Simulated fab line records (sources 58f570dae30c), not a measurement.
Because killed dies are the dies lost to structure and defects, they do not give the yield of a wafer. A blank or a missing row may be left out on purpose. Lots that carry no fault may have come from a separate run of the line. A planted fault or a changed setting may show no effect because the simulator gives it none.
fab line records	flow berkeley_cmos170
[record] lots = 6	wafers = 18	last_day = 13
route steps=331 shown GATE@141 PLDD@145 NLDD@158 SPACER@171 PSD@175 M3@331
lots with no fault: from the same line, run without faults
start_h: start of the lot's first displayed wafer, in hours after the record's first day	wait_h: hours elapsed since this lot's preceding step	" the same as in the row above	L1.1+2: a single row standing in for several wafers	- either no value or no given start	* or withheld: withheld	< > ~ a bound
route shown NAME@n: a module of which the file shows steps, and the number in the route of the first	usual: the fault-free wafers' mean and standard deviation	same: alike in all rows	chamber/n: place in a boat	sites: readings site by site	_std_site: how widely they spread, as a standard deviation	_edge_site: mean of outer sites minus mean of inner sites	radius_mm: how far each site lies from the wafer's centre	mask NAME#n: copy n	behind: the most recent tool/chamber to have shaped the wafer	hold: cause of the lot's hold/its duration in hours/its outcome	device: names the non-switching transistor (n, p or np)	end of line: the same wafers' tests at the end of the route	where a step has no rows: the recipe by itself	killed: dies that structure and defects cost at the first sort, which is not the same as the wafer's yield	map: shows each die of a wafer: x if killed, . if not, _ if none is there
set.NAME: the run value of the setting; set.NAME@STEP: its run value at that earlier step	model.NAME: the simulator's own value behind a step, which no gauge read
lots at selected steps of the route; one table per step, one row per wafer
services: the hour from which a tool's chamber was out of use, counted from the record's first day as start_h (under 0 if before that day), plus the number of hours and why
[[steps]]
[step UCB170_GATE_ETCH_15]
[recipe] chemistry = HBr/Cl2	target = poly-Si	stop_on = SiO2	over_etch_frac = 0.3	icp_w = 300	bias_w = 150	time_s = 56.3	pressure_mtorr = 15	HBr_flow_sccm = 150	Cl2_flow_sccm = 50	target_depth_a = 2782
[usual] drypump_motor_current_A = 5.6/0.35	mfc_cl2_sccm = 49.99/0.15	oes_product_au = 0.831/0.016	throttle_valve_pct = 26.61/0.17
lot.wafer	tool	chamber	start_h	wait_h	drypump_motor_current_A	mfc_cl2_sccm	oes_product_au	rf_hours_counter_h	throttle_valve_pct
L468.2	rie_si-01	2	157.50	-	5.8	50.01	0.825	75	26.56
L468.5	"	1	"	"	6.0	50.15	0.836	-	26.74
L468.6	"	2	"	"	5.8	49.90	0.824	-	26.57
L478.1	rie_si-01	0	207.27	-	5.7	49.96	0.815	0	26.75
L478.3	"	2	"	"	5.8	50.06	0.821	76	26.56
L478.5	"	0	"	"	5.7	49.97	0.804	-	26.77
L479.3	rie_si-02	0	207.30	-	5.4	49.94	0.804	63	26.42
L479.4	"	1	"	"	5.2	50.13	0.839	1	26.37
L479.5	"	3	"	"	5.0	50.01	0.862	-	26.77
L477.1	rie_si-01	3	207.42	-	5.2	50.01	0.819	46	26.46
L477.3	"	0	"	"	5.6	50.08	0.810	0	26.76
L477.4	"	2	"	"	5.8	50.09	0.828	76	26.57
L487.2	rie_si-02	2	256.29	-	5.9	50.19	0.839	98	26.85
L487.3	"	3	"	"	5.0	50.05	0.856	58	26.76
L487.5	"	3	"	"	5.0	50.17	0.856	-	26.75
L488.2	rie_si-01	0	256.92	-	5.7	50.04	0.832	0	26.76
L488.3	"	1	"	"	6.1	50.08	0.845	77	26.72
L488.5	"	2	"	"	5.8	50.04	0.835	-	26.57
[step UCB170_GATE_STRIP_16]
[recipe] chemistry = O2	power_w = 400	pressure_mtorr = 3500	platen_temp_c = withheld	o2_flow_sccm = 400	overash_fraction = 0.5
[usual] drypump_motor_current_A = 5.82/0.26	o2_flow_sccm = 400.0/0.97	oes_product_au = 0.724/0.0045
lot.wafer	tool	chamber	start_h	wait_h	drypump_motor_current_A	o2_flow_sccm	oes_product_au	rf_hours_counter_h
L468.2	plasma_asher-01	1	157.57	0.0	6.15	400.0	0.724	39
L468.5	"	0	"	"	5.76	400.2	0.726	-
L468.6	"	1	"	"	6.13	399.7	0.729	-
L478.1	plasma_asher-02	0	207.32	0.0	5.98	399.5	0.729	10
L478.3	"	0	"	"	6.01	399.4	0.725	-
L478.5	"	1	"	"	5.68	400.9	0.718	-
L479.3	plasma_asher-01	0	207.38	0.1	5.77	400.5	0.715	-
L479.4	"	1	"	"	6.15	400.6	0.721	-
L479.5	"	1	"	"	6.15	401.2	0.730	-
L477.1	plasma_asher-03	0	207.47	0.0	5.94	400.9	0.719	49
L477.3	"	0	"	"	5.94	398.7	0.731	-
L477.4	"	1	"	"	5.38	398.6	0.726	-
L487.2	plasma_asher-03	1	256.34	0.0	5.43	400.1	0.723	54
L487.3	"	0	"	"	5.92	398.9	0.719	-
L487.5	"	1	"	"	5.41	400.6	0.721	-
L488.2	plasma_asher-03	1	256.97	0.0	5.44	401.9	0.726	54
L488.3	"	1	"	"	5.42	401.4	0.728	-
L488.5	"	0	"	"	5.97	402.6	0.733	-
[step UCB170_GATE_CD_MEAS_90]
[recipe] target_cd_nm = 350
[usual] cd_nm = 349.6/1.8
lot.wafer	tool	chamber	start_h	wait_h	cd_nm
L468.2	cd_sem-02	-	157.69	0.1	349.9
L468.5	"	-	"	"	350.3
L468.6	"	-	"	"	353.4
L478.1	cd_sem-02	-	207.42	0.1	349.7
L478.3	"	-	"	"	347.7
L478.5	"	-	"	"	348.5
L479.3	cd_sem-01	-	207.50	0.1	347.2
L479.4	"	-	"	"	347.5
L479.5	"	-	"	"	349.3
L477.1	cd_sem-02	-	207.57	0.1	349.0
L477.3	"	-	"	"	349.4
L477.4	"	-	"	"	349.3
L487.2	cd_sem-01	-	256.50	0.1	349.8
L487.3	"	-	"	"	350.4
L487.5	"	-	"	"	349.8
L488.2	cd_sem-01	-	257.10	0.1	348.4
L488.3	"	-	"	"	349.7
L488.5	"	-	"	"	348.7
[step UCB170_GATE_CLEAN_17]
[recipe] chemistry = SPM	temp_c = 120	time_s = 600
[step UCB170_PLDD_HMDS_00]
[recipe] prime_time_s = 60	prime_temp_c = 100
[step UCB170_PLDD_COAT_01]
[recipe] resist = KrF	spin_rpm = 1500	resist_thk_nm = 900
[step UCB170_PLDD_SOFTBAKE_02]
[recipe] resist = KrF	temp_c = 130	time_s = 60
[step UCB170_PLDD_EXPOSE_03]
[recipe] mask_id = PSELECT	na = 0.5	sigma_outer = 0.6	source_shape = conventional	target_cd_nm = 1200	dose_mj = 30
[step UCB170_PLDD_PEB_04]
[recipe] peb_temp_c = 130	peb_time_s = withheld	resist = KrF
[step UCB170_PLDD_DEVELOP_05]
[recipe] developer = TMAH	develop_time_s = 45	resist = KrF	dev_temp_c = 21
[step UCB170_PLDD_CD_MEAS_06]
[recipe] target_cd_nm = 1200
[usual] cd_nm = 1200.1/1.3
lot.wafer	tool	chamber	start_h	wait_h	cd_nm
L468.2	cd_sem-01	-	160.10	-	1197.7
L468.5	"	-	"	"	1198.4
L468.6	"	-	"	"	1199.4
L478.1	cd_sem-02	-	208.77	-	1200.6
L478.3	"	-	"	"	1200.6
L478.5	"	-	"	"	1200.8
L479.3	cd_sem-01	-	208.92	-	1201.6
L479.4	"	-	"	"	1202.1
L479.5	"	-	"	"	1202.1
L477.1	cd_sem-02	-	209.12	-	1202.2
L477.3	"	-	"	"	1202.3
L477.4	"	-	"	"	1201.3
L487.2	cd_sem-02	-	257.97	-	1198.5
L487.3	"	-	"	"	1198.1
L487.5	"	-	"	"	1198.9
L488.2	cd_sem-01	-	258.47	-	1198.7
L488.3	"	-	"	"	1197.5
L488.5	"	-	"	"	1200.0
[step UCB170_PLDD_OVL_MEAS_07]
[usual] PLDD_OVL = 3/4.6
lot.wafer	tool	chamber	start_h	wait_h	PLDD_OVL[nm]
L468.2	overlay-02	-	160.21	0.1	-1
L468.5	"	-	"	"	5
L468.6	"	-	"	"	4
L478.1	overlay-01	-	208.89	0.1	1
L478.3	"	-	"	"	-1
L478.5	"	-	"	"	0
L479.3	overlay-02	-	209.01	0.1	-4
L479.4	"	-	"	"	2
L479.5	"	-	"	"	12
L477.1	overlay-02	-	209.24	0.1	-1
L477.3	"	-	"	"	3
L477.4	"	-	"	"	7
L487.2	overlay-01	-	258.08	0.1	2
L487.3	"	-	"	"	-2
L487.5	"	-	"	"	1
L488.2	overlay-02	-	258.57	0.1	3
L488.3	"	-	"	"	-3
L488.5	"	-	"	"	2
[step UCB170_PLDD_IMPLANT_08]
[recipe] species = BF2	dose_cm2 = 5e+13	energy_kev = 10	tilt_deg = 7	rotation_deg = 0
[usual] dose_ions_cm2 = 5.001e+13/5.5e+10	faraday_current_uA = 156/4.6
[same] implant_ion_amu = 49
lot.wafer	tool	chamber	start_h	wait_h	dose_ions_cm2	faraday_current_uA
L468.2	implanter-03	0	160.26	0.0	5.01e+13	155
L468.5	"	0	"	"	5.005e+13	157
L468.6	"	0	"	"	5.003e+13	162
L478.1	implanter-03	0	208.92	0.0	5.797e+13	178
L478.3	"	0	"	"	5.799e+13	187
L478.5	"	0	"	"	5.8e+13	187
L479.3	implanter-04	0	209.09	0.1	5.003e+13	155
L479.4	"	0	"	"	5e+13	147
L479.5	"	0	"	"	4.999e+13	152
L477.1	implanter-03	0	209.28	0.0	5.784e+13	180
L477.3	"	0	"	"	5.794e+13	185
L477.4	"	0	"	"	5.803e+13	181
L487.2	implanter-04	0	258.14	0.0	4.998e+13	149
L487.3	"	0	"	"	4.999e+13	151
L487.5	"	0	"	"	4.999e+13	147
L488.2	implanter-04	0	258.74	0.2	4.998e+13	153
L488.3	"	0	"	"	4.995e+13	153
L488.5	"	0	"	"	4.995e+13	151
[step UCB170_PLDD_IMPLANT_09]
[recipe] species = BF2	dose_cm2 = 5e+13	energy_kev = 10	tilt_deg = 7	rotation_deg = 180
[step UCB170_PLDD_STRIP_10]
[recipe] chemistry = O2	power_w = 400	pressure_mtorr = 3500	platen_temp_c = withheld	o2_flow_sccm = 400	overash_fraction = 0.5
[step UCB170_PLDD_TW_MEAS_11]
[usual] PLDD_TW = 1005/5
lot.wafer	tool	chamber	start_h	wait_h	PLDD_TW
L468.2	film_metro-03	-	160.65	0.1	1009
L468.5	"	-	"	"	1006
L468.6	"	-	"	"	1010
L478.1	film_metro-01	-	209.32	0.1	1021
L478.3	"	-	"	"	1019
L478.5	"	-	"	"	1024
L479.3	film_metro-02	-	209.46	0.1	1004
L479.4	"	-	"	"	999
L479.5	"	-	"	"	1001
L477.1	film_metro-01	-	209.68	0.1	1020
L477.3	"	-	"	"	1022
L477.4	"	-	"	"	1025
L487.2	film_metro-03	-	258.52	0.1	1005
L487.3	"	-	"	"	1009
L487.5	"	-	"	"	1011
L488.2	film_metro-03	-	259.12	0.1	1011
L488.3	"	-	"	"	1009
L488.5	"	-	"	"	1010
[step UCB170_PLDD_CLEAN_12]
[recipe] chemistry = SPM	temp_c = 120	time_s = 600
[step UCB170_NLDD_HMDS_00]
[recipe] prime_time_s = 60	prime_temp_c = 100
[step UCB170_NLDD_COAT_01]
[recipe] resist = KrF	spin_rpm = 1500	resist_thk_nm = 900
[step UCB170_NLDD_SOFTBAKE_02]
[recipe] resist = KrF	temp_c = 130	time_s = 60
[step UCB170_NLDD_EXPOSE_03]
[recipe] mask_id = NSELECT	na = 0.5	sigma_outer = 0.6	source_shape = conventional	target_cd_nm = 1200	dose_mj = 30
[step UCB170_NLDD_PEB_04]
[recipe] peb_temp_c = 130	peb_time_s = withheld	resist = KrF
[step UCB170_NLDD_DEVELOP_05]
[recipe] developer = TMAH	develop_time_s = 45	resist = KrF	dev_temp_c = 21
[step UCB170_NLDD_CD_MEAS_06]
[recipe] target_cd_nm = 1200
[usual] cd_nm = 1200.4/1.7
lot.wafer	tool	chamber	start_h	wait_h	cd_nm
L468.2	cd_sem-02	-	162.95	-	1200.1
L468.5	"	-	"	"	1201.0
L468.6	"	-	"	"	1200.6
L479.3	cd_sem-02	-	210.68	-	1201.0
L479.4	"	-	"	"	1200.6
L479.5	"	-	"	"	1199.8
L478.1	cd_sem-01	-	210.77	-	1200.8
L478.3	"	-	"	"	1199.7
L478.5	"	-	"	"	1200.0
L477.1	cd_sem-02	-	210.84	-	1202.5
L477.3	"	-	"	"	1203.1
L477.4	"	-	"	"	1202.7
L487.2	cd_sem-01	-	259.89	-	1198.6
L487.3	"	-	"	"	1199.7
L487.5	"	-	"	"	1200.1
L488.2	cd_sem-02	-	260.97	-	1198.6
L488.3	"	-	"	"	1198.8
L488.5	"	-	"	"	1198.8
[step UCB170_NLDD_OVL_MEAS_07]
[usual] NLDD_OVL = 5/5.6
lot.wafer	tool	chamber	start_h	wait_h	NLDD_OVL[nm]
L468.2	overlay-02	-	163.06	0.1	12
L468.5	"	-	"	"	7
L468.6	"	-	"	"	13
L479.3	overlay-02	-	210.77	0.1	12
L479.4	"	-	"	"	14
L479.5	"	-	"	"	5
L478.1	overlay-02	-	210.89	0.1	0
L478.3	"	-	"	"	5
L478.5	"	-	"	"	14
L477.1	overlay-01	-	210.96	0.1	8
L477.3	"	-	"	"	4
L477.4	"	-	"	"	2
L487.2	overlay-02	-	259.99	0.1	2
L487.3	"	-	"	"	8
L487.5	"	-	"	"	0
L488.2	overlay-02	-	261.08	0.1	-3
L488.3	"	-	"	"	-7
L488.5	"	-	"	"	-4
[step UCB170_NLDD_IMPLANT_08]
[recipe] species = As	dose_cm2 = 5e+13	energy_kev = 30	tilt_deg = 7	rotation_deg = 0
[step UCB170_NLDD_IMPLANT_09]
[recipe] species = As	dose_cm2 = 5e+13	energy_kev = 30	tilt_deg = 7	rotation_deg = 180
[step UCB170_NLDD_STRIP_10]
[recipe] chemistry = O2	power_w = 400	pressure_mtorr = 3500	platen_temp_c = withheld	o2_flow_sccm = 400	overash_fraction = 0.5
[usual] drypump_motor_current_A = 5.7/0.32	o2_flow_sccm = 399.9/1	oes_product_au = 0.734/0.0043	strip_time_to_endpoint_s = 21.62/0.059
lot.wafer	tool	chamber	start_h	wait_h	drypump_motor_current_A	o2_flow_sccm	oes_product_au	rf_hours_counter_h	strip_time_to_endpoint_s
L468.2	plasma_asher-03	1	163.40	0.1	5.4	399.7	0.732	43	21.53
L468.5	"	0	"	"	5.9	400.3	0.739	-	21.61
L468.6	"	1	"	"	5.4	400.2	0.734	-	21.52
L479.3	plasma_asher-04	0	211.21	0.1	5.1	400.0	0.733	-	21.57
L479.4	"	1	"	"	5.4	399.3	0.737	-	21.60
L479.5	"	0	"	"	5.1	400.1	0.730	-	21.57
L478.1	plasma_asher-02	0	211.25	0.1	6.0	398.9	0.739	10	21.55
L478.3	"	0	"	"	6.1	400.4	0.735	-	21.46
L478.5	"	1	"	"	5.7	398.7	0.729	-	21.48
L477.1	plasma_asher-03	1	211.48	0.1	5.4	401.3	0.741	49	21.57
L477.3	"	1	"	"	5.4	401.4	0.734	-	21.55
L477.4	"	0	"	"	6.0	399.0	0.729	-	21.66
L487.2	plasma_asher-02	0	260.32	0.1	6.1	399.5	0.730	15	21.62
L487.3	"	1	"	"	5.7	401.1	0.736	-	21.60
L487.5	"	0	"	"	6.1	399.7	0.742	-	21.60
L488.2	plasma_asher-02	1	261.41	0.1	5.7	398.7	0.732	16	21.65
L488.3	"	1	"	"	5.7	399.2	0.729	-	21.68
L488.5	"	0	"	"	6.1	401.8	0.731	-	21.65
[step UCB170_NLDD_TW_MEAS_11]
[usual] NLDD_TW = 2205/11
lot.wafer	tool	chamber	start_h	wait_h	NLDD_TW
L468.2	film_metro-01	-	163.51	0.1	2212
L468.5	"	-	"	"	2196
L468.6	"	-	"	"	2208
L479.3	film_metro-01	-	211.30	0.1	2198
L479.4	"	-	"	"	2184
L479.5	"	-	"	"	2187
L478.1	film_metro-03	-	211.35	0.1	2222
L478.3	"	-	"	"	2215
L478.5	"	-	"	"	2210
L477.1	film_metro-01	-	211.58	0.1	2185
L477.3	"	-	"	"	2188
L477.4	"	-	"	"	2197
L487.2	film_metro-03	-	260.43	0.1	2200
L487.3	"	-	"	"	2209
L487.5	"	-	"	"	2205
L488.2	film_metro-03	-	261.52	0.1	2212
L488.3	"	-	"	"	2215
L488.5	"	-	"	"	2214
[step UCB170_NLDD_CLEAN_12]
[recipe] chemistry = SPM	temp_c = 120	time_s = 600
[step UCB170_SPACER_CVD_00]
[recipe] material = SiO2	target_thk_nm = 376	temp_c = 390	precursor = TEOS/O2	time_s = 47	rf_w = 550	pressure_mtorr = 9000
[usual] heater_power_w = 246/40
lot.wafer	tool	chamber	start_h	wait_h	heater_power_w
L468.2	pecvd-01	0	163.75	0.0	221
L468.5	"	2	"	"	229
L468.6	"	0	"	"	235
L478.1	pecvd-01	2	211.63	0.0	265
L478.3	"	1	"	"	263
L478.5	"	0	"	"	261
L479.3	pecvd-03	0	211.63	0.0	346
L479.4	"	0	"	"	350
L479.5	"	1	"	"	185
L477.1	pecvd-02	0	211.81	0.0	267
L477.3	"	0	"	"	273
L477.4	"	2	"	"	281
L487.2	pecvd-01	1	260.69	0.0	214
L487.3	"	0	"	"	203
L487.5	"	2	"	"	242
L488.2	pecvd-01	0	261.76	0.0	192
L488.3	"	2	"	"	208
L488.5	"	2	"	"	227
[step UCB170_SPACER_THK_MEAS_01]
[recipe] reads = SiO2_of_SPACER_CVD_00
[usual] SPACER_TEOS_THK = 377/5
lot.wafer	tool	chamber	start_h	wait_h	SPACER_TEOS_THK[nm]
L468.2	film_metro-02	-	163.80	0.0	377
L468.5	"	-	"	"	381
L468.6	"	-	"	"	384
L478.1	film_metro-02	-	211.67	0.0	376
L478.3	"	-	"	"	377
L478.5	"	-	"	"	375
L479.3	film_metro-04	-	211.69	0.0	374
L479.4	"	-	"	"	379
L479.5	"	-	"	"	377
L477.1	film_metro-04	-	211.88	0.0	377
L477.3	"	-	"	"	378
L477.4	"	-	"	"	376
L487.2	film_metro-04	-	260.75	0.0	369
L487.3	"	-	"	"	370
L487.5	"	-	"	"	382
L488.2	film_metro-04	-	261.81	0.0	369
L488.3	"	-	"	"	376
L488.5	"	-	"	"	389
[step UCB170_SPACER_ANNEAL_02]
[recipe] temp_c = 900	time_s = 1800	ambient = N2
[step UCB170_SPACER_ETCHBACK_03]
[recipe] stop_on = Si	target = SiO2	chemistry = CHF3/CF4/Ar	CHF3_flow_sccm = 50	cf4_flow_sccm = 10	Ar_flow_sccm = 120	pressure_mtorr = 200	rf_w = 500	target_depth_a = 3760	time_s = 100
[usual] drypump_motor_current_A = 6.0/0.56	oes_product_au = 0.910/0.016	throttle_valve_pct = 6.51/0.13
lot.wafer	tool	chamber	start_h	wait_h	drypump_motor_current_A	oes_product_au	rf_hours_counter_h	throttle_valve_pct
L468.2	rie_diel-04	2	170.02	0.0	6.6	0.890	12	6.53
L468.5	"	1	"	"	5.5	0.940	-	6.36
L468.6	"	0	"	"	5.6	0.910	-	6.60
L478.1	rie_diel-01	1	218.13	0.0	4.8	0.908	38	6.60
L478.3	"	2	"	"	5.8	0.921	95	6.70
L478.5	"	1	"	"	4.8	0.903	-	6.59
L479.3	rie_diel-04	1	218.13	0.0	5.5	0.922	16	6.36
L479.4	"	3	"	"	5.3	0.910	-	6.31
L479.5	"	1	"	"	5.6	0.936	-	6.36
L477.1	rie_diel-02	1	218.20	0.1	6.6	0.892	5	6.48
L477.3	"	0	"	"	5.9	0.925	121	6.52
L477.4	"	2	"	"	6.2	0.915	135	6.55
L487.2	rie_diel-01	0	268.97	0.0	6.6	0.904	16	6.69
L487.3	"	3	"	"	6.1	0.889	66	6.53
L487.5	"	2	"	"	5.8	0.925	-	6.71
L488.2	rie_diel-01	3	269.04	0.1	6.2	0.899	66	6.52
L488.3	"	2	"	"	5.8	0.908	97	6.69
L488.5	"	3	"	"	6.1	0.933	-	6.52
[step UCB170_PSD_HMDS_00]
[recipe] prime_time_s = 60	prime_temp_c = 100
[step UCB170_PSD_COAT_01]
[recipe] resist = KrF	spin_rpm = 1500	resist_thk_nm = 900
[step UCB170_PSD_SOFTBAKE_02]
[recipe] resist = KrF	temp_c = 130	time_s = 60
[step UCB170_PSD_EXPOSE_03]
[recipe] mask_id = PSELECT_MOD	na = 0.5	sigma_outer = 0.6	source_shape = conventional	target_cd_nm = 1200	dose_mj = 30
[step UCB170_PSD_PEB_04]
[recipe] peb_temp_c = 130	peb_time_s = withheld	resist = KrF
[step UCB170_PSD_DEVELOP_05]
[recipe] developer = TMAH	develop_time_s = 45	resist = KrF	dev_temp_c = 21
[step UCB170_PSD_CD_MEAS_06]
[recipe] target_cd_nm = 1200
[usual] cd_nm = 1200.0/1.6
lot.wafer	tool	chamber	start_h	wait_h	cd_nm
L468.2	cd_sem-01	-	172.18	-	1198.1
L468.5	"	-	"	"	1198.4
L468.6	"	-	"	"	1197.6
L478.1	cd_sem-01	-	219.68	-	1199.3
L478.3	"	-	"	"	1199.2
L478.5	"	-	"	"	1198.7
L479.3	cd_sem-02	-	219.99	-	1201.7
L479.4	"	-	"	"	1202.0
L479.5	"	-	"	"	1201.2
L477.1	cd_sem-02	-	220.55	-	1201.0
L477.3	"	-	"	"	1200.7
L477.4	"	-	"	"	1201.1
L487.2	cd_sem-02	-	270.03	-	1202.7
L487.3	"	-	"	"	1201.5
L487.5	"	-	"	"	1201.8
L488.2	cd_sem-01	-	270.63	-	1201.6
L488.3	"	-	"	"	1200.0
L488.5	"	-	"	"	1200.1
[step UCB170_PSD_OVL_MEAS_07]
[usual] PSD_OVL = 2/6.4
lot.wafer	tool	chamber	start_h	wait_h	PSD_OVL[nm]
L468.2	overlay-01	-	172.29	0.1	1
L468.5	"	-	"	"	9
L468.6	"	-	"	"	-6
L478.1	overlay-01	-	219.80	0.1	7
L478.3	"	-	"	"	3
L478.5	"	-	"	"	4
L479.3	overlay-01	-	220.08	0.1	0
L479.4	"	-	"	"	11
L479.5	"	-	"	"	8
L477.1	overlay-01	-	220.67	0.1	-4
L477.3	"	-	"	"	-1
L477.4	"	-	"	"	-9
L487.2	overlay-02	-	270.14	0.1	-14
L487.3	"	-	"	"	-9
L487.5	"	-	"	"	-18
L488.2	overlay-01	-	270.74	0.1	-6
L488.3	"	-	"	"	-9
L488.5	"	-	"	"	-5
[step UCB170_SDANNEAL_RS_MEAS_04]
[recipe] thk_meas_gauge = four-point-probe
[usual] PLDD_RS = 1031/3.1
lot.wafer	tool	chamber	start_h	wait_h	PLDD_RS[ohm/sq]
L468.2	film_metro-02	-	178.70	0.1	1027
L468.5	"	-	"	"	1029
L468.6	"	-	"	"	1031
L478.1	film_metro-02	-	224.92	0.1	966
L478.3	"	-	"	"	964
L478.5	"	-	"	"	967
L479.3	film_metro-03	-	224.95	0.1	1029
L479.4	"	-	"	"	1033
L479.5	"	-	"	"	1033
L477.1	film_metro-01	-	225.24	0.1	969
L477.3	"	-	"	"	971
L477.4	"	-	"	"	970
L487.2	film_metro-02	-	274.20	0.1	1032
L487.3	"	-	"	"	1030
L487.5	"	-	"	"	1032
L488.2	film_metro-02	-	274.95	0.1	1027
L488.3	"	-	"	"	1029
L488.5	"	-	"	"	1025
[step UCB170_M3_PROBE_99]
lot.wafer	tool	chamber	start_h	wait_h	model.etest.pldd.line_ohm_um	model.etest.pldd.rs_ohm_sq
L468.2	prober-01	-	205.19	0.1	1821	1110
L468.5	prober-01	-	205.34	0.2	1814	1126
L468.6	prober-01	-	205.39	0.2	1876	1131
L479.3	prober-02	-	247.61	0.2	1818	1096
L479.4	prober-02	-	247.66	0.2	1893	1124
L479.5	prober-02	-	247.71	0.2	1851	1121
L478.1	prober-02	-	248.06	0.1	1704	1020
L478.3	prober-02	-	248.16	0.2	1617	995.8
L478.5	prober-02	-	248.26	0.2	1670	1030
L477.1	prober-02	-	248.40	0.1	1715	1052
L477.3	prober-02	-	248.50	0.2	1716	1029
L477.4	prober-02	-	248.55	0.2	1725	1045
L487.2	prober-01	-	301.94	0.1	1804	1131
L487.3	prober-01	-	301.99	0.2	1794	1057
L487.5	prober-01	-	302.09	0.2	1813	1106
L488.2	prober-02	-	302.83	0.1	1746	1071
L488.3	prober-02	-	302.88	0.2	1819	1120
L488.5	prober-02	-	302.98	0.2	1813	1120
// killed by level:class
L468.2 SPACER:geometric_particle:short=1 M1:geometric_particle:short=1 ACTIVE:area_etch=1
L468.5 GATE:geometric_particle:short=2 SACOX:geometric_particle:open=1 SPACER:geometric_particle:short=1 V1:geometric_particle:open=1 M3:geometric_particle:short=1
L468.6 GATE:geometric_particle:open=1
L479.3 ACTIVE:area_etch=3 ACTIVE:geometric_particle:open=1 SCREENOX:geometric_particle:open=1 SILICIDE:geometric_particle:short=1 NWELL:coat_microbubble_printed=1
L479.4 V1:geometric_particle:short=1 V1:geometric_particle:open=1
L479.5 SPACER:geometric_particle:short=1
L487.2 WELLDRIVE:geometric_particle:short=2 FIELD:geometric_particle:short=1 SILICIDE:geometric_particle:open=1
L487.3 M2:geometric_particle:open=1 V2:geometric_particle:short=1
L487.5 SILICIDE:geometric_particle:open=2 FIELD:geometric_particle:open=1 GATE:geometric_particle:open=1 M2:geometric_particle:short=1
L488.2 GATE:geometric_particle:short=1 M1:geometric_particle:open=1 V2:geometric_particle:open=1 M3:geometric_particle:short=1
L488.3 SACOX:geometric_particle:open=1 SILICIDE:geometric_particle:open=1 M2:geometric_particle:open=1
L488.5 ACTIVE:area_etch=4 M1:geometric_particle:open=1 M3:geometric_particle:short=1
[[services]]
tool	chamber	start_h	hours	kind
pecvd-02	-	135.50	14.0	pm
pecvd-03	-	139.41	0.9	repair
plasma_asher-02	-	150.82	14.6	pm
rie_si-01	0	157.06	8.2	repair
implanter-03	-	168.03	6.2	pm
pecvd-03	-	169.85	0.6	repair
rie_si-01	0	171.03	-	clean
rie_si-01	0	171.03	21.5	scheduled_down
rie_si-02	2	173.14	9.4	repair
implanter-04	-	179.16	1.7	repair
pecvd-02	1	180.86	31.9	repair
rie_si-01	-	183.39	0.4	repair
implanter-03	-	188.33	4.4	repair
plasma_asher-04	-	195.78	6.0	repair
rie_diel-04	0	199.30	53.6	repair
pecvd-02	-	219.19	14.6	pm
implanter-03	-	224.59	0.9	repair
plasma_asher-04	-	231.39	4.7	repair
pecvd-03	0	232.12	6.2	repair
rie_diel-02	2	244.02	8.7	repair
rie_diel-02	1	244.05	3.3	repair
plasma_asher-02	-	252.43	1.0	repair
plasma_asher-04	-	254.25	15.7	repair
implanter-03	-	254.83	6.3	repair
[[key]]
[first_sign] step = UCB170_PLDD_IMPLANT_08	reading = dose_ions_cm2	direction = up	sigmas = 99+	usual = 5.001e+13	struck = 5.796e+13
[effect] step = UCB170_PLDD_IMPLANT_08	reading = faraday_current_uA	direction = up	sigmas = 5.8	usual = 156	struck = 183
[effect] step = UCB170_PLDD_TW_MEAS_11	reading = PLDD_TW	direction = up	sigmas = 3.5	usual = 1005	struck = 1022
[effect] step = UCB170_SDANNEAL_RS_MEAS_04	reading = PLDD_RS	direction = down	sigmas = 20	usual = 1031	struck = 968
[model_effect] step = UCB170_M3_PROBE_99	value = etest.pldd.line_ohm_um	without = 1803	struck = 1691
met_at UCB170_PLDD_IMPLANT_08
struck_wafers L477.1,L477.3,L477.4,L478.1,L478.3,L478.5
sort_left_out L477.1,L477.3,L477.4,L478.1,L478.3,L478.5
tester_left_out L477,L478
onset_between 160.26 208.92
[fault] kind = process_parameter_drift	tool = implanter-03	chamber = -	onset_h = 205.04	steps = UCB170_PLDD_IMPLANT_08	channel = dose_cm2	offset = 7.9686e+12	shape = step	end_h = 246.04	acts_in = these_recipes_only	stated = 5e+13
// tester_left_out: of these lots the tester's yield and bins aren't shown, on N5 and GAA mostly nor the transistor test; their killed dies are dies lost to structure and defects alone, not to doping, threshold or leakage, so they don't give the yield
// sort_left_out: the simulated sort isn't trusted on such a fault, so these wafers' sort isn't shown, and their yield isn't known
